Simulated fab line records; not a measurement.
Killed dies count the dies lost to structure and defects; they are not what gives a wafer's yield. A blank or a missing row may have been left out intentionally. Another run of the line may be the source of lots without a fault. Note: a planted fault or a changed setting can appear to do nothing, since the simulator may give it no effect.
Struck lot and sound lot, side by side :: flow berkeley cmos170 :: 14 out of 331 route steps
Sound: these wafers, L506.1, L506.2, L506.5. Wafers struck: L511.2, L511.4, L511.5. The cause comes at the end.
Order at every step that has rows: each side's tool, ch and its chambers, its first start. Under that, the readings that differ: sound wafers :: struck wafers :: difference of the means :: sigmas: that difference in standard deviations of wafers without a fault.
alike: a reading whose means differ by less than 2 such deviations, as well as words and numbers matching on both sides. not compared: withheld readings; readings where some wafer has no value; bounds like >300 that might hide an equal value; numbers whose values overlap and for which the record gives no deviation.
The two part at a step that has a row with sigmas, a row that says differs or no value, or rows on one side only. Non-overlapping numbers with no deviation appear without sigmas and do not part them. A reading missing from all wafers of one side parts the sides only when that side holds two or more wafers.

first, 1 step without rows for these wafers: UCB170_M2_SOFTBAKE_06 (time 60 s).
UCB170_M2_STRIP_07: strips in O2.
  sound on plasma asher-03 ch 0,1, day 8 09:22; struck on plasma asher-03 ch 0,1, day 9 16:16
  alike: drypump motor current A, oes product au, strip time to endpoint s
  not compared: rf hours counter h
then, 7 steps without rows for these wafers: UCB170_M2_STRIP_08 (strips KrF in DMSO, time 600 s); UCB170_M2_COAT_09; UCB170_M2_COAT_10 (resist thk 900 nm); UCB170_M2_SOFTBAKE_11 (time 60 s); UCB170_M2_EXPOSE_12 (exposes mask METAL2, target cd 700 nm); UCB170_M2_PEB_13; UCB170_M2_DEVELOP_14 (develop time 45 s).
UCB170_M2_CD_MEAS_15 targets a cd of 700 nm.
  sound: cd sem-02 at day 8 11:08; struck: cd sem-01 at day 9 18:50
  alike: cd nm
UCB170_M2_OVL_MEAS_16:
  sound: overlay-02 at day 8 11:15; struck: overlay-02 at day 9 18:56
reading: M2_OVL (nm)
sound: 20 13 16
struck: -4 0 -6
difference: -20
sigmas: -3
UCB170_M2_ETCH_17: etches BARC in N2/H2.
  sound on rie diel-02 ch 0,2, day 8 11:17; struck on rie diel-02 ch 0,1,3, day 9 18:58
  alike: chamber pressure mTorr, drypump motor current A, oes product au, throttle valve pct
UCB170_M2_METAL_ETCH_18: etches Al in Cl2/BCl3, stops on SiO2, target depth 1170 nm, time 195 s.
  sound on rie metal-03 ch 0,1, day 8 11:19; struck on rie metal-04 ch 0, day 9 19:01
reading: chamber pressure mTorr (mTorr)
sound: 12.011 11.990 12.013
struck: 5.982 5.993 5.981
difference: -6.019
sigmas: -99 or more

reading: model.KrF_of_M2_COAT_10.thk nm (nm)
sound: 217.8 198 221.5
struck: 256.2 252.3 251.4
difference: +40.9
sigmas: 

reading: model.SiO2_of_V1_CVD_00.thk nm (nm)
sound: 938.3 935.6 938.7
struck: 927.6 930.5 929.2
difference: -8.4
sigmas: 
  alike: drypump motor current A, oes product au, throttle valve pct
  not compared: rf hours counter h
UCB170_M2_STRIP_19: strips in O2.
  sound on plasma asher-04 ch 0,1, day 8 11:31; struck on plasma asher-04 ch 0,1, day 9 19:12
reading: oes product au (a.u.)
sound: 0.558 0.532 0.554
struck: 0.593 0.585 0.580
difference: +0.038
sigmas: +2
  alike: drypump motor current A
  not compared: rf hours counter h

WHERE THEY PART
At UCB170_M2_OVL_MEAS_16 first; at UCB170_M2_STRIP_19 last (within this record only).

WHY: what had been put in by the simulator
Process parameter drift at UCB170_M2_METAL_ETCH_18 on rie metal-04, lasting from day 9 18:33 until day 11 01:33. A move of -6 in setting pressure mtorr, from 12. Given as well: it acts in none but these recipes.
